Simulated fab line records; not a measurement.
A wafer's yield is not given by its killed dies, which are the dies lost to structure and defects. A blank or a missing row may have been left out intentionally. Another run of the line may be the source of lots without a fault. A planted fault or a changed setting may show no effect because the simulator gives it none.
What tool caused it? / flow rit cmos / 14 lots, 42 wafers sampled, at 2 steps of a route of 202

## WHAT THE GAUGES READ, wafer by wafer
RIT_SPACER_THK_MEAS_04. Usual: SPACER_NITRIDE_THK gives 250.3 nm (standard deviation 2.8).
lot=L622; measured=day 3 04:25; on=film metro-01; SPACER_NITRIDE_THK (nm)=248.5 248.0 247.4; flag=
lot=L623; measured=day 3 11:04; on=film metro-02; SPACER_NITRIDE_THK (nm)=245.0 246.7 246.9; flag=
lot=L624; measured=day 3 14:23; on=film metro-01; SPACER_NITRIDE_THK (nm)=247.9 247.5 247.6; flag=
lot=L625; measured=day 3 21:03; on=film metro-04; SPACER_NITRIDE_THK (nm)=248.1 249.6 249.6; flag=
lot=L626; measured=day 4 03:05; on=film metro-04; SPACER_NITRIDE_THK (nm)=250.9 248.4 248.1; flag=
lot=L627; measured=day 4 04:15; on=film metro-02; SPACER_NITRIDE_THK (nm)=249.0 250.0 250.1; flag=
lot=L628; measured=day 4 06:37; on=film metro-04; SPACER_NITRIDE_THK (nm)=253.8 251.1 250.6; flag=
lot=L630; measured=day 4 16:21; on=film metro-01; SPACER_NITRIDE_THK (nm)=401.3 400.6 399.0; flag=OFF
lot=L632; measured=day 5 07:34; on=film metro-04; SPACER_NITRIDE_THK (nm)=400.6 400.7 400.6; flag=OFF
lot=L634; measured=day 5 11:38; on=film metro-04; SPACER_NITRIDE_THK (nm)=396.9 395.9 397.8; flag=OFF
lot=L636; measured=day 6 02:19; on=film metro-02; SPACER_NITRIDE_THK (nm)=250.1 249.2 248.8; flag=
lot=L641; measured=day 7 16:04; on=film metro-04; SPACER_NITRIDE_THK (nm)=253.7 253.5 253.5; flag=
lot=L643; measured=day 7 22:11; on=film metro-02; SPACER_NITRIDE_THK (nm)=249.9 246.8 248.1; flag=
lot=L645; measured=day 8 08:26; on=film metro-04; SPACER_NITRIDE_THK (nm)=249.7 251.5 250.2; flag=

## WHICH TOOL RAN EACH LOT (tool, then ch and the chambers of the sampled wafers, then the start)
lot=L622; RIT_SPACER_CVD_03=lpcvd-01 ch 1, day 3 02:30
lot=L623; RIT_SPACER_CVD_03=lpcvd-01 ch 0, day 3 09:08
lot=L624; RIT_SPACER_CVD_03=lpcvd-01 ch 1, day 3 12:28
lot=L625; RIT_SPACER_CVD_03=lpcvd-02 ch 1, day 3 18:10
lot=L626; RIT_SPACER_CVD_03=lpcvd-02 ch 1, day 4 01:10
lot=L627; RIT_SPACER_CVD_03=lpcvd-01 ch 0, day 4 02:20
lot=L628; RIT_SPACER_CVD_03=lpcvd-02 ch 0, day 4 04:41
lot=L630; RIT_SPACER_CVD_03=lpcvd-01 ch 0, day 4 14:25
lot=L632; RIT_SPACER_CVD_03=lpcvd-01 ch 0, day 5 05:38
lot=L634; RIT_SPACER_CVD_03=lpcvd-01 ch 1, day 5 09:43
lot=L636; RIT_SPACER_CVD_03=lpcvd-02 ch 0, day 6 00:23
lot=L641; RIT_SPACER_CVD_03=lpcvd-02 ch 1, day 7 14:08
lot=L643; RIT_SPACER_CVD_03=lpcvd-02 ch 0, day 7 20:16
lot=L645; RIT_SPACER_CVD_03=lpcvd-02 ch 0, day 8 06:31
- RIT_SPACER_CVD_03: deposits Si3N4 from SiH2Cl2/NH3, target thk 250 nm, time 3300 s.

## AS READ BY THE TOOLS THEMSELVES (means over the sampled wafers that have a number; for cases with no such wafer, the mark the record gives instead)
RIT_SPACER_CVD_03. Usual: spike tc centre C 812.5 C, standard deviation 1.2; spike tc load C 834.9 C, standard deviation 1.2; spike tc source C 832 C, standard deviation 3.4; susceptor temp C 810.0 C, standard deviation 0.38.
lot=L622; tool=lpcvd-01; spike tc centre C (C)=812.3; spike tc load C (C)=835.1; spike tc source C (C)=832; susceptor temp C (C)=809.9; flag=
lot=L623; tool=lpcvd-01; spike tc centre C (C)=813.0; spike tc load C (C)=834.7; spike tc source C (C)=836; susceptor temp C (C)=810.1; flag=
lot=L624; tool=lpcvd-01; spike tc centre C (C)=813.1; spike tc load C (C)=836.6; spike tc source C (C)=831; susceptor temp C (C)=810.4; flag=
lot=L625; tool=lpcvd-02; spike tc centre C (C)=812.3; spike tc load C (C)=833.6; spike tc source C (C)=829; susceptor temp C (C)=810.3; flag=
lot=L626; tool=lpcvd-02; spike tc centre C (C)=812.0; spike tc load C (C)=833.7; spike tc source C (C)=828; susceptor temp C (C)=809.9; flag=
lot=L627; tool=lpcvd-01; spike tc centre C (C)=813.9; spike tc load C (C)=836.6; spike tc source C (C)=836; susceptor temp C (C)=810.1; flag=
lot=L628; tool=lpcvd-02; spike tc centre C (C)=811.2; spike tc load C (C)=833.8; spike tc source C (C)=835; susceptor temp C (C)=810.5; flag=
lot=L630; tool=lpcvd-01; spike tc centre C (C)=840.2; spike tc load C (C)=861.9; spike tc source C (C)=862; susceptor temp C (C)=836.6; flag=OFF
lot=L632; tool=lpcvd-01; spike tc centre C (C)=839.5; spike tc load C (C)=862.2; spike tc source C (C)=863; susceptor temp C (C)=836.9; flag=OFF
lot=L634; tool=lpcvd-01; spike tc centre C (C)=838.5; spike tc load C (C)=863.6; spike tc source C (C)=859; susceptor temp C (C)=836.6; flag=OFF
lot=L636; tool=lpcvd-02; spike tc centre C (C)=811.5; spike tc load C (C)=833.8; spike tc source C (C)=835; susceptor temp C (C)=810.3; flag=
lot=L641; tool=lpcvd-02; spike tc centre C (C)=812.6; spike tc load C (C)=834.1; spike tc source C (C)=828; susceptor temp C (C)=810.0; flag=
lot=L643; tool=lpcvd-02; spike tc centre C (C)=811.7; spike tc load C (C)=834.4; spike tc source C (C)=835; susceptor temp C (C)=809.6; flag=
lot=L645; tool=lpcvd-02; spike tc centre C (C)=811.9; spike tc load C (C)=834.8; spike tc source C (C)=835; susceptor temp C (C)=810.5; flag=

## THE ANSWER, worked out from the rows above alone
Rule: lot off if the mean of its wafers having a number is beyond 3 standard deviations from the usual mean. Also off: a lot with no number at a reading for which 4 or more lots have one. All remaining lots with rows at the step are treated as sound. First the gauges in route order, then the tools' own readings, where a lot's mean is used as printed above. The first step at which some lot is off is used, and at that step the reading that is off furthest; a lot without a number counts as furthest.
Off: L630, L632, L634, seen at RIT_SPACER_THK_MEAS_04 (SPACER_NITRIDE_THK).
If a tool, at a process step before that reading, ran all the lots that are off and no sound lot after the first of them, it fits. Not tried: the gauges at RIT_SPACER_THK_MEAS_04; whatever is off there is also off at RIT_SPACER_CVD_03, on other tools, and gauge error can't account for it. One candidate fits, namely lpcvd-01 at RIT_SPACER_CVD_03. Its last sound lot is L627 (day 4 02:20), its first lot that is off L630 (day 4 14:25): a fault that began between those two fits.
The tool's own readings at RIT_SPACER_CVD_03 bear it out: on the lots that are off they differ by more than 5 times the standard deviation of the sound lots' means. spike tc centre C reads 839.4 C there against 812.3 C on the sound lots; spike tc load C reads 862.6 C there against 834.7 C on the sound lots; spike tc source C reads 861 C there against 833 C on the sound lots; susceptor temp C reads 836.7 C there against 810.1 C on the sound lots.

## WHAT THE SIMULATOR PUT IN
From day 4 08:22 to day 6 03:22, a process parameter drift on lpcvd-01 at RIT_SPACER_CVD_03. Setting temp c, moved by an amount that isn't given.
Shown lots that were struck: L630, L632, L634. The same result came from the rule above.
